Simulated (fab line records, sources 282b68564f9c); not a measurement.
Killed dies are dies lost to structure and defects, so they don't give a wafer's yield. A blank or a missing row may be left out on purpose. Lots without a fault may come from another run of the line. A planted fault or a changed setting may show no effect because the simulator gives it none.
A struck lot beside a sound one | flow rit_cmos | 22 steps out of a route of 202
Sound: wafers L895.1, L895.3, L895.5. Struck: wafers L902.1, L902.4, L902.6. The cause comes at the end.
At each step with rows: each side's tool, then ch and its chambers, then its first start. Under that, the readings that differ: sound wafers | struck wafers | difference of the means | sigmas: that difference in standard deviations of wafers without a fault.
alike: readings whose means differ by less than 2 such deviations, and words and numbers that are the same on both sides. not compared: withheld readings, readings that some wafer has no value for, bounds like >300 that may hide the same value, and numbers for which the record gives no deviation and whose values overlap.
The two part at a step that has a row with sigmas, a row that says differs or no value, or rows on one side only. Numbers that don't overlap but have no deviation are shown without sigmas and don't part them. A reading that every wafer of one side lacks parts them only if that side has two wafers or more.

first, 2 steps without rows for these wafers: RIT_NSD_HARDBAKE_07 (time 60 s); RIT_NSD_IMPLANT_08.
RIT_NSD_STRIP_09: strips in O2, time 180 s.
  sound on plasma_asher-01 ch 0,1, day 3 22:36; struck on plasma_asher-03 ch 0, day 5 09:04
  reading                     | sound       | struck      | difference | sigmas
  drypump_motor_current_A (A) | 5.2 5.1 5.2 | 6.1 6.0 6.1 | +0.9       | +2
  not compared: rf_hours_counter_h
RIT_NSD_TW_MEAS_10:
  sound on film_metro-03, day 3 22:46; struck on film_metro-03, day 5 09:14
  alike: NSD_TW
then, 6 steps without rows for these wafers: RIT_PSD_HMDS_00 (prime time 60 s); RIT_PSD_COAT_01 (resist thk 1000 nm); RIT_PSD_SOFTBAKE_02 (time 60 s); RIT_PSD_EXPOSE_03 (exposes mask M10, target cd 40900 nm); RIT_PSD_PEB_04; RIT_PSD_DEVELOP_05 (develop time 50 s).
RIT_PSD_OVL_MEAS_06:
  sound on overlay-02, day 3 23:49; struck on overlay-01, day 5 10:17
  reading      | sound         | struck      | difference | sigmas
  PSD_OVL (nm) | 0.2 -0.5 -1.1 | 3.0 1.2 3.6 | +3.1       | +2
then, 1 step without rows for these wafers: RIT_PSD_HARDBAKE_07 (time 60 s).
RIT_PSD_IMPLANT_08:
  sound on implanter-04 ch 0, day 3 23:59; struck on implanter-04 ch 0, day 5 11:04
RIT_PSD_STRIP_09: strips in O2, time 180 s.
  sound on plasma_asher-02 ch 0,1, day 4 00:08; struck on plasma_asher-03 ch 0,1, day 5 11:13
  alike: drypump_motor_current_A
  not compared: rf_hours_counter_h
RIT_PSD_TW_MEAS_10:
  sound on film_metro-03, day 4 00:19; struck on film_metro-02, day 5 11:23
  reading | sound          | struck         | difference | sigmas
  PSD_TW  | 3418 3423 3404 | 3643 3603 3637 | +213       | +6
then, 3 steps without rows for these wafers: RIT_SDANNEAL_CLEAN_00 (cleans in SC1, time 587.1 s); RIT_SDANNEAL_CLEAN_01 (cleans in dHF, time 30 s); RIT_SDANNEAL_CLEAN_02 (cleans in SC2, time 600 s).
RIT_SDANNEAL_RTA_03: time 5 s.
  sound on rtp_anneal-02 ch 0, day 4 00:47; struck on rtp_anneal-01 ch 0, day 5 11:49
  alike: wafer_temp_C_max
RIT_SDANNEAL_RS_MEAS_04: measures by four-point-probe.
  sound on film_metro-03, day 4 00:50; struck on film_metro-01, day 5 11:52
  reading         | sound             | struck            | difference | sigmas
  PSD_RS (ohm/sq) | 115.8 116.1 116.2 | 108.1 107.9 108.0 | -8.0       | -25
RIT_SDANNEAL_RS_MEAS_05: measures by four-point-probe.
  sound on film_metro-03, day 4 00:58; struck on film_metro-01, day 5 11:59
  alike: NSD_RS
RIT_M1_PROBE_99:
  sound on prober-01, day 4 08:12; struck on prober-02, day 5 19:43
  reading            | sound | struck | difference | sigmas
  killed_at_M0_to_M3 | 0 2 0 | 0 0 0  | -1         | -3
  alike: killed_at_contacts, killed_at_front_end, killed_dies, killed_open, killed_short

WHERE THEY PART
First at RIT_NSD_STRIP_09; last, within this record, at RIT_M1_PROBE_99.

WHY: what the simulator had put in
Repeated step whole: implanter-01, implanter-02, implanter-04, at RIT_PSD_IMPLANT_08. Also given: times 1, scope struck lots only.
